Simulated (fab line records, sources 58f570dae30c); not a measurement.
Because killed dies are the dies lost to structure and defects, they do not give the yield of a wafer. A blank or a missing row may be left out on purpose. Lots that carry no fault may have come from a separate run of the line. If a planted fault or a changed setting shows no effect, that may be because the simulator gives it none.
Split-lot study -- flow berkeley-cmos170 -- 23 wafers read across 5 lots, on a route 331 steps long

## THE SPLIT
At UCB170_V1_EXPOSE_09 (exposes mask VIA1, target cd 700 nm), the setting dose-mj was moved away from the recipe's 37 on 8 of the 23 wafers read, by -2.4% to +5.0%. All remaining wafers had this setting at the recipe value.

## FROM THE SPLIT TO THE READING: what the file shows between them, 5 steps
- UCB170_V1_PEB_10
- UCB170_V1_DEVELOP_11: develop time 45 s
- UCB170_V1_CD_MEAS_12: target cd 700 nm
- UCB170_V1_ETCH_14: etches SiO2 in CHF3/CF4/Ar, stops on Al, target depth 1250 nm, time 291 s
- UCB170_V1_STRIP_15: strips in O2

## THE READING
cd-nm, in nm, at UCB170_V1_CD_MEAS_90 (target cd 700 nm). On this fab line, fault-free wafers typically give 700.1 nm with a standard deviation of 1.6 nm.

wafer,"tool, chamber at the split",dose-mj as run,against the recipe,"cd-nm, nm",against lot-mates on the recipe
L074.1,"krf-scanner-02, 0",37,recipe,701.5,-
L074.2,"krf-scanner-02, 0",36.25,-2.0%,698.4,-3.2
L074.3,"krf-scanner-02, 0",37,recipe,701.8,-
L074.4,"krf-scanner-02, 0",37,recipe,701.5,-
L074.5,"krf-scanner-02, 0",36.25,-2.0%,698.0,-3.6
L078.2,"krf-scanner-01, 0",37,recipe,699.0,-
L078.3,"krf-scanner-01, 0",37,recipe,698.5,-
L078.4,"krf-scanner-01, 0",37,recipe,698.9,-
L078.5,"krf-scanner-01, 0",37,recipe,700.4,-
L078.6,"krf-scanner-01, 0",37,recipe,699.7,-
L083.1,"krf-scanner-02, 0",38.85,+5.0%,709.8,+8.5
L083.2,"krf-scanner-02, 0",37,recipe,701.3,-
L083.4,"krf-scanner-02, 0",38.85,+5.0%,711.2,+10.0
L083.5,"krf-scanner-02, 0",38.85,+5.0%,710.7,+9.5
L083.6,"krf-scanner-02, 0",37,recipe,701.2,-
L082.1,"krf-scanner-02, 0",37,recipe,699.3,-
L082.2,"krf-scanner-02, 0",36.12,-2.4%,696.4,-3.8
L082.3,"krf-scanner-02, 0",36.12,-2.4%,697.3,-2.9
L082.5,"krf-scanner-02, 0",37,recipe,701.0,-
L082.6,"krf-scanner-02, 0",36.12,-2.4%,695.5,-4.6
L084.2,"krf-scanner-02, 0",37,recipe,699.4,-
L084.4,"krf-scanner-02, 0",37,recipe,698.6,-
L084.5,"krf-scanner-02, 0",37,recipe,700.9,-

THE FIT
A straight line over all 23 wafers: cd-nm changes by +1.89 nm for each +1% of dose-mj; r = +0.96; the points scatter about the line by 1.2 nm.
The same after taking each lot's own level away (the mean of its wafers on the recipe; 23 wafers): +1.79 nm for each +1%; r = +0.98; scatter 0.69 nm.
On that fit, the largest move of dose-mj shifts the reading by 9 nm.
Measured against the standard deviation above, the lots' own levels, which go from 699.30 to 701.60 nm, span 1.4 times it.
Hence the lot-to-lot level has little effect on the slope; both slopes agree.
Check: +9.32 nm against its lot-mates is what the line predicts for one of the wafers moved furthest among these (+5.0%) when that wafer is left out of the fit. Against them it came out at +8.55 nm.

## OTHER SPLITS ON THESE WAFERS
Before the reading, these wafers also passed through other splits. Each is held against what the fit with the lots' levels taken away leaves over:
other split on the same wafers,wafers away from the commonest value,r with cd-nm (lot level and that fit taken away)
UCB170_CONTACT_ETCH_17 source-w,12,+0.07

## THE WHOLE CHAIN: every reading that the file lists as answering this split, in the file's order
step,what it does,reading,change (the file's fit),r (the file's)
UCB170_V1_CD_MEAS_12,target cd 700 nm,cd-nm,+1.8 nm for each +1% of the setting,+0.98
UCB170_V1_ETCH_14,"etches SiO2 in CHF3/CF4/Ar, stops on Al, target depth 1250 nm, time 291 s","V1.cd-nm (the simulator's own value, which no gauge read)",+1.86 nm for each +1% of the setting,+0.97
UCB170_V1_CD_MEAS_90,target cd 700 nm,cd-nm,+1.79 nm for each +1% of the setting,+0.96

## THE FILE'S OWN FIT
cd-nm changes by +1.79 nm for each +1% of dose-mj, r = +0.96.
